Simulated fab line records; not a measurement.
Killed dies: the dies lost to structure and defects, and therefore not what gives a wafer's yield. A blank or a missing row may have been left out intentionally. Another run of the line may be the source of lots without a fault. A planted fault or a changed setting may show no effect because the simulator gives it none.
2 desks looking at one fault -- flow ritCmos -- each desk has only its own numbers; what lay behind them comes last

## THE TOOL OWNER'S DESK: rieDiel-01
The tool's own readings at RIT_ACTIVE_ETCH_13 (etches Si3N4 in SF6, stops on SiO2, time 210 s, target depth 210 nm): means of the sampled wafers that have a number, for each lot that ran on this tool. Marked OUT: a lot whose mean sits more than 4 standard deviations from the usual mean, which makes it out of limits; the brackets give that distance.
Columns: A = SF6_flow_sccm at RIT_ACTIVE_ETCH_13, usual 200.0 sccm; B = drypumpMotorCurrentA at RIT_ACTIVE_ETCH_13, usual 5.8 A; C = oesProductAu at RIT_ACTIVE_ETCH_13, usual 0.819 a.u.; D = runLengthS at RIT_ACTIVE_ETCH_13, usual 238.4 s; E = throttleValvePct at RIT_ACTIVE_ETCH_13, usual 7.48 %
lot,first seen here,A,B,C,D,E
L870,day 4 17:50,200.0,5.5,0.823,238.5,7.51
L875,day 5 19:26,200.1,5.7,0.798,245.5 (+15) OUT,7.58
L876,day 5 23:43,199.5,5.5,0.808,245.2 (+15) OUT,7.52
This desk's finding: out of limits on L875, L876; first on L875, day 5 19:26 (runLengthS at RIT_ACTIVE_ETCH_13). Within limits: L870.

## AT THE METROLOGY DESK
What the gauges read for every lot (on any tool): the sampled wafers with a number, averaged. Marked OUT: a lot whose mean sits more than 4 standard deviations from the usual mean, which makes it out of limits; the brackets give that distance.
Columns: A = ACTIVE_OXIDE_THK at RIT_ACTIVE_THK_MEAS_02, usual 47.2 nm; B = ACTIVE_NITRIDE_THK at RIT_ACTIVE_THK_MEAS_04, usual 150.8 nm; C = cdNm at RIT_ACTIVE_CD_MEAS_11, usual 1399.5 nm; D = cdNm at RIT_ACTIVE_CD_MEAS_90, usual 1399.5 nm; E = FOX1_OXIDE_THK at RIT_FOX1_THK_MEAS_01, usual 355 nm; F = FOX2_OXIDE_THK at RIT_FOX2_THK_MEAS_01, usual 354 nm; G = FIELD_OXIDE_LEFT_1_THK at RIT_FOX2_THK_MEAS_90, usual 327 nm
lot,first seen here,A,B,C,D,E,F,G
L855,day 1 12:04,47.9,152.3,1400.8,1401.3,352,362,334
L870,day 4 15:03,46.5,152.5,1398.5,1398.6,353,343,316
L875,day 5 16:33,46.7,153.1,1400.2,1400.5,360,360,332
L876,day 5 21:04,47.7,152.9,1402.5,1402.5,354,347,320
L877,day 6 02:04,47.0,149.8,1398.2,1398.4,357,352,325
L878,day 6 07:03,47.4,148.6,1396.7,1396.7,357,355,328
Result from this desk: across the 6 lots, nothing is out of limits.

## TAKEN TOGETHER
On L875, L876, at day 5 19:26, an alarm was possible from the tool owner's desk.
Metrology desk: nothing out of limits seen.
The metrology desk has L875, L876 on record, within its limits.
Every lot named ran RIT_ACTIVE_ETCH_13 on rieDiel-01.

## WHAT THE SIMULATOR HAD PUT IN
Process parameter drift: rieDiel-01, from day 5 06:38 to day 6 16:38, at RIT_ACTIVE_ETCH_13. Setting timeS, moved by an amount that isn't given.
Struck lots among those shown: L875, L876.
Hours from the fault's start to each desk's first reading out of limits: the tool owner's desk, 13.
